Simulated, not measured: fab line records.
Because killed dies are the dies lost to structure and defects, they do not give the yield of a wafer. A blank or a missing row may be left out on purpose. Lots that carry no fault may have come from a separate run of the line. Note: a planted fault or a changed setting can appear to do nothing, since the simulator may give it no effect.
Which tool is to blame? | flow berkeley-cmos170 | 42 wafers from 14 lots sampled at 4 of the route's 331 steps

== WHAT THE GAUGES SHOWED, per wafer ==
UCB170_NLDD_CD_MEAS_06: the cd target is 1200 nm.
lot  | measured     | on        | cd-nm (nm)
L521 | day 7 05:00  | cd-sem-01 | 1201.9 1201.9 1201.7
L522 | day 7 05:41  | cd-sem-01 | 1200.5 1201.2 1200.7
L525 | day 7 14:05  | cd-sem-02 | 1197.2 1197.9 1198.6
L523 | day 7 14:58  | cd-sem-01 | 1200.1 1198.8 1198.2
L524 | day 7 15:15  | cd-sem-02 | 1201.4 1200.0 1200.6
L526 | day 8 11:59  | cd-sem-02 | 1199.0 1198.8 1199.4
L527 | day 8 12:28  | cd-sem-02 | 1200.5 1200.0 1199.1
L530 | day 8 21:55  | cd-sem-02 | 1201.8 1199.5 1201.4
L529 | day 8 22:29  | cd-sem-01 | 1202.1 1201.3 1202.1
L531 | day 9 22:34  | cd-sem-02 | 1131.4 1131.5 1133.8
L533 | day 10 08:11 | cd-sem-01 | 1139.1 1140.1 1139.6
L541 | day 11 13:50 | cd-sem-01 | 1201.5 1200.2 1200.6
L542 | day 11 14:09 | cd-sem-01 | 1200.7 1200.5 1201.9
L538 | day 11 14:36 | cd-sem-01 | 1204.0 1202.8 1202.2

UCB170_PSD_TW_MEAS_10.
lot  | measured     | on            | PSD_TW
L521 | day 7 13:20  | film-metro-03 | 2298 2295 2309
L522 | day 7 13:23  | film-metro-02 | 2353 2358 2371
L525 | day 7 21:56  | film-metro-01 | 2287 2297 2293
L523 | day 7 22:10  | film-metro-01 | 2298 2293 2283
L524 | day 7 22:04  | film-metro-02 | 2351 2358 2361
L526 | day 8 23:16  | film-metro-01 | 2290 2272 2292
L527 | day 8 23:24  | film-metro-02 | 2325 2333 2341
L530 | day 9 08:44  | film-metro-01 | 2306 2318 2311
L529 | day 9 08:35  | film-metro-02 | 2346 2341 2348
L531 | day 10 08:20 | film-metro-02 | 2337 2331 2333
L533 | day 10 16:02 | film-metro-01 | 2306 2297 2295
L541 | day 11 20:53 | film-metro-03 | 2309 2319 2321
L542 | day 11 20:59 | film-metro-02 | 2343 2337 2323
L538 | day 11 21:26 | film-metro-02 | 2344 2335 2327

UCB170_CONTACT_CD_MEAS_15: the cd target is 700 nm.
lot  | measured     | on        | cd-nm (nm)
L521 | day 7 23:45  | cd-sem-02 | 701.4 699.5 700.7
L522 | day 7 23:47  | cd-sem-01 | 695.6 696.9 696.8
L525 | day 8 06:04  | cd-sem-02 | 699.5 699.9 699.7
L523 | day 8 08:32  | cd-sem-02 | 699.9 699.9 700.0
L524 | day 8 06:41  | cd-sem-02 | 697.5 697.9 699.1
L526 | day 9 07:40  | cd-sem-02 | 699.8 701.3 701.0
L527 | day 9 08:02  | cd-sem-01 | 702.1 701.5 701.6
L530 | day 9 16:45  | cd-sem-02 | 699.7 700.1 699.7
L529 | day 9 16:07  | cd-sem-02 | 699.4 699.8 700.4
L531 | day 10 18:19 | cd-sem-01 | 699.8 699.8 699.9
L533 | day 11 01:56 | cd-sem-02 | 701.6 699.9 701.0
L541 | day 12 05:55 | cd-sem-02 | 698.9 697.7 698.9
L542 | day 12 08:32 | cd-sem-01 | 697.8 697.0 698.4
L538 | day 12 09:07 | cd-sem-02 | 702.5 701.4 701.5

== EACH LOT AND THE TOOL THAT RAN IT (in order: tool; ch and the chambers of the sampled wafers; start) ==
lot  | UCB170_NLDD_PEB_04
L521 | litho-track-04 ch 0, day 7 04:44
L522 | litho-track-04 ch 0, day 7 05:25
L525 | litho-track-01 ch 0, day 7 13:49
L523 | litho-track-04 ch 0, day 7 14:41
L524 | litho-track-04 ch 0, day 7 14:59
L526 | litho-track-03 ch 0, day 8 11:43
L527 | litho-track-04 ch 0, day 8 12:11
L530 | litho-track-03 ch 0, day 8 21:38
L529 | litho-track-03 ch 0, day 8 22:13
L531 | litho-track-03 ch 0, day 9 22:17
L533 | litho-track-03 ch 0, day 10 07:55
L541 | litho-track-04 ch 0, day 11 13:34
L542 | litho-track-04 ch 0, day 11 13:53
L538 | litho-track-01 ch 0, day 11 14:20
- UCB170_NLDD_PEB_04

== WHAT THE TOOLS THEMSELVES READ (means of the sampled wafers that have a number; where no wafer has one, the mark that the record gives instead) ==
UCB170_NLDD_PEB_04.
lot  | tool           | chill-plate-temp-C (C) | heater-power-total-W (W)
L521 | litho-track-04 | 22.93                  | 56.78
L522 | litho-track-04 | 23.04                  | 56.80
L525 | litho-track-01 | 23.01                  | 56.79
L523 | litho-track-04 | 22.99                  | 56.78
L524 | litho-track-04 | 22.89                  | 56.82
L526 | litho-track-03 | 23.17                  | 56.83
L527 | litho-track-04 | 23.14                  | 56.81
L530 | litho-track-03 | 22.86                  | 56.79
L529 | litho-track-03 | 22.93                  | 56.79
L531 | litho-track-03 | 22.99                  | 72.11
L533 | litho-track-03 | 23.02                  | 72.15
L541 | litho-track-04 | 23.03                  | 56.80
L542 | litho-track-04 | 22.92                  | 56.82
L538 | litho-track-01 | 22.91                  | 56.80

== THE ANSWER, worked out from the rows above alone ==
Rule: what is usual is taken from the lots themselves. The widest of any qualifying gaps counts: lots, ordered by their means at a reading, are off when they make up no more than a third of the lots, leave a main group of 4 or more, and stand apart from it by 3 or more times the standard deviation of that group's means. The tables above print the reading to a certain number of digits; a main group whose means all agree to those digits is not used. Also off: a lot with no number at a reading for which 4 or more lots have one. Any other lot the step has rows for is counted as sound. After the gauges, taken in route order, come the tools' own readings; for these a lot's mean is taken, as printed above. At the first step where some lot is off, the reading lying furthest off is the one used; lots without a number count as furthest.
Off, at UCB170_NLDD_CD_MEAS_06 on cd-nm: L531, L533. The main group: mean 1200.6 nm, standard deviation 1.3.
A tool fits if, at a process step before that reading, it ran every lot that is off, and no sound lot after the first of them. The gauges at UCB170_NLDD_CD_MEAS_06 aren't tried: what is off there is off at UCB170_NLDD_PEB_04 too, on other tools, and a gauge's error can't cause that. One fits: UCB170_NLDD_PEB_04 on litho-track-03. Its last sound lot is L529 (day 8 22:13), its first lot that is off L531 (day 9 22:17): a fault that began between those two fits.
The tool's own readings at UCB170_NLDD_PEB_04 bear it out: on the lots that are off they differ by more than 5 times the standard deviation of the sound lots' means. heater-power-total-W reads 72.13 W there against 56.80 W on the sound lots.

== WHAT THE SIMULATOR HAD INSERTED ==
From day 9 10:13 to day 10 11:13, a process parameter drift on litho-track-03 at UCB170_NLDD_PEB_04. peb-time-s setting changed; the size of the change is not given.
Struck lots among those shown: L531, L533. The rule above found the same.
